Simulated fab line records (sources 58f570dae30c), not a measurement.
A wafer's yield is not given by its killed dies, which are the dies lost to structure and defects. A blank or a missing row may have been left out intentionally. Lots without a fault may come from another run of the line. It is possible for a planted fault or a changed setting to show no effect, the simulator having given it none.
Chamber matching    flow berkeleyCmos170    rieDiel-01 running UCB170_SPACER_ETCHBACK_03: 4 sister chambers
The step etches SiO2 in CHF3/CF4/Ar, stops on Si, target depth 376 nm, time 100 s. 15 wafers are shown with their chamber, then 7 later ones without.

== EACH WAFER AND ITS CHAMBER ==
wafer   chamber  drypumpMotorCurrentA (A)  throttleValvePct (%)  oesProductAu (a.u.)
L647.1  3        6.0                       6.44                  0.911
L647.4  2        5.3                       6.54                  0.905
L647.5  2        5.3                       6.53                  0.914
L649.3  3        5.9                       6.45                  0.919
L649.4  2        5.3                       6.53                  0.903
L649.5  3        5.9                       6.45                  0.916
L651.1  0        5.6                       6.31                  0.870
L651.2  1        5.8                       6.45                  0.910
L651.4  3        6.0                       6.44                  0.917
L655.3  0        5.6                       6.31                  0.959
L661.2  3        6.0                       6.43                  0.914
L661.3  0        5.6                       6.33                  0.869
L661.6  1        5.8                       6.43                  0.907
L662.4  0        5.6                       6.31                  0.897
L662.5  2        5.3                       6.53                  0.889

SIGNATURES, as means of the wafers listed above
reading               chamber 0  chamber 1  chamber 2  chamber 3  scatter within a chamber
drypumpMotorCurrentA  5.600      5.800      5.300      5.960      0.033
throttleValvePct      6.3150     6.4400     6.5325     6.4420     0.00882
oesProductAu          0.89875    0.90850    0.90275    0.91540    0.0228
Rule: a wafer lies at a distance from a chamber equal to the root of the sum of squares, over the readings, of (its reading less the chamber's mean, divided by the reading's scatter). The wafer belongs to the nearest chamber; if the next one is less than 2 further off, it can't be placed. How the scatter is found: for the shown wafers, subtract from each reading the mean of its chamber, square and add these, divide the total by (wafers less chambers), then take the root.

== WAFERS MISSING THEIR CHAMBER ==
wafer   drypumpMotorCurrentA (A)  throttleValvePct (%)  oesProductAu (a.u.)
L662.6  5.8                       6.45                  0.920
L665.1  5.8                       6.44                  0.918
L665.4  5.3                       6.53                  0.904
L665.5  5.6                       6.33                  0.882
L668.3  5.3                       6.54                  0.890
L668.4  5.3                       6.54                  0.924
L668.6  5.9                       6.43                  0.899

== THE CHAMBER EACH PASSED THROUGH ==
wafer   from the rows above      in truth
L662.6  1                        1
L665.1  1                        1
L665.4  2                        2
L665.5  0                        0
L668.3  2                        2
L668.4  2                        2
L668.6  can't be placed: 3 or 1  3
6 of 7 placed correctly. Can't be placed from these rows: 1 (the true chamber is among the candidates in 1). Wrongly placed: 0.
